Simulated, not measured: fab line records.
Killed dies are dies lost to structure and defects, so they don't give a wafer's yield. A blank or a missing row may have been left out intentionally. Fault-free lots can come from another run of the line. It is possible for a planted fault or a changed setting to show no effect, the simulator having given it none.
A single fault, viewed from 2 desks / flow berkeley cmos170 / what lay behind the numbers comes last; until then each desk has only its own

## METROLOGY DESK
Lot by lot, what the gauges showed, no matter which tool ran the lot: averages of those sampled wafers that carry a number. The brackets show how far a lot's mean lies from the usual mean; more than 4 standard deviations puts the lot out of limits, marked OUT.
Columns: A = PWELL_NITRIDE_THK at UCB170_PWELL_THK_MEAS_06, usual 219.6 nm
lot=L752; first seen here=day 3 09:32; A=218.4
lot=L753; first seen here=day 3 16:13; A=217.3
lot=L754; first seen here=day 3 16:13; A=219.8
lot=L755; first seen here=day 3 16:14; A=221.6
lot=L756; first seen here=day 4 05:57; A=220.1
lot=L757; first seen here=day 4 12:07; A=220.4
lot=L761; first seen here=day 5 11:05; A=218.5
lot=L762; first seen here=day 5 11:05; A=221.3
lot=L767; first seen here=day 6 15:47; A=247.0 (+17) OUT
lot=L768; first seen here=day 6 15:49; A=247.8 (+18) OUT
lot=L770; first seen here=day 7 12:32; A=217.5
lot=L773; first seen here=day 7 17:20; A=219.4
lot=L772; first seen here=day 7 17:21; A=217.6
lot=L774; first seen here=day 7 17:23; A=219.0
This desk reports L767, L768 out of limits; the earliest was L767 at day 6 15:47 (PWELL_NITRIDE_THK at UCB170_PWELL_THK_MEAS_06). In limits: L752, L753, L754, L755, L756, L757, L761, L762, L770, L773, L772, L774.

## DESK OF THE TOOL OWNER: lpcvd-01
The tool's own readings at UCB170_PWELL_CVD_05 (deposits Si3N4 from SiH2Cl2/NH3, target thk 220 nm, time 3300 s): means of the sampled wafers that have a number, for each lot that ran on this tool. The brackets show how far a lot's mean lies from the usual mean; more than 4 standard deviations puts the lot out of limits, marked OUT.
Columns: A = sih2cl2 flow sccm at UCB170_PWELL_CVD_05, usual 24.98 sccm
lot=L756; first seen here=day 4 04:02; A=25.15
lot=L761; first seen here=day 5 09:08; A=24.94
lot=L762; first seen here=day 5 09:08; A=24.98
lot=L767; first seen here=day 6 13:53; A=37.55 (+99 or more) OUT
lot=L768; first seen here=day 6 13:53; A=37.62 (+99 or more) OUT
Finding of this desk: L767, L768 out of limits; the first was L767 at day 6 13:53, on sih2cl2 flow sccm at UCB170_PWELL_CVD_05. In limits: L756, L761, L762.

## ALL TOGETHER
An alarm could have come from the tool owner's desk at day 6 13:53, on L767, L768.
Metrology desk: alarm possible at day 6 15:47 on L767, L768.
The lots listed all ran UCB170_PWELL_CVD_05 on lpcvd-01.

## WHAT WAS PUT IN BY THE SIMULATOR
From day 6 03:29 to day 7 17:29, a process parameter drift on lpcvd-01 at UCB170_PWELL_CVD_05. Setting sih2cl2 flow sccm, moved by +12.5, from 25. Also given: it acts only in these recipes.
Lots struck among those shown: L767, L768.
Fault start to first reading out of limits, in hours, per desk: tool owner, 10; metrology, 12.
